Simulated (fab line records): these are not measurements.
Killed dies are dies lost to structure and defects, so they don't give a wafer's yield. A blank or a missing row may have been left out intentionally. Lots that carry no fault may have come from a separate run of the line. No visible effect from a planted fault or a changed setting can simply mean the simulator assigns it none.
Chamber matching :: flow berkeley_cmos170 :: UCB170_ACTIVE_ETCH_15 on rie_diel-03 has 4 sister chambers
The step etches Si3N4 in CH3F/Ar/O2, stops on SiO2, target depth 242 nm, time 151 s. 4 wafers are shown with their chamber, then 8 later ones without.

== WAFERS PAIRED WITH THEIR CHAMBERS ==
wafer: L089.1
chamber: 0
throttle_valve_pct (%): 7.86

wafer: L089.3
chamber: 3
throttle_valve_pct (%): 8.05

wafer: L089.4
chamber: 1
throttle_valve_pct (%): 8.12

wafer: L093.1
chamber: 2
throttle_valve_pct (%): 8.04

== WAFERS WITH NO CHAMBER GIVEN ==
wafer: L093.2
throttle_valve_pct (%): 7.87

wafer: L093.5
throttle_valve_pct (%): 7.86

wafer: L094.3
throttle_valve_pct (%): 8.04

wafer: L094.4
throttle_valve_pct (%): 8.12

wafer: L094.5
throttle_valve_pct (%): 8.04

wafer: L097.2
throttle_valve_pct (%): 7.85

wafer: L097.3
throttle_valve_pct (%): 8.05

wafer: L097.5
throttle_valve_pct (%): 7.86

== THE CHAMBER EACH PASSED THROUGH ==
wafer: L093.2
from the rows above: 0
in truth: 0

wafer: L093.5
from the rows above: 0
in truth: 0

wafer: L094.3
from the rows above: 2
in truth: 2

wafer: L094.4
from the rows above: 1
in truth: 1

wafer: L094.5
from the rows above: 2
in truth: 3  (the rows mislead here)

wafer: L097.2
from the rows above: 0
in truth: 0

wafer: L097.3
from the rows above: 3
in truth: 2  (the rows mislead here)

wafer: L097.5
from the rows above: 0
in truth: 0
Correctly placed: 6 of 8. Not placeable from these rows: 0. Wrongly placed: 2.
How it was worked out, from the rows above alone: a wafer's distance from a chamber is the root of the sum, over the readings, of the square of ((its reading less the chamber's mean) divided by the reading's scatter). The wafer belongs to the nearest chamber; if the next one is less than 2 further off, it can't be placed. The mean given for a chamber averages the wafers shown for that chamber. The scatter (one wafer shown for each chamber): square how far every hidden wafer sits from the nearest shown wafer, average those squares and take the square root.
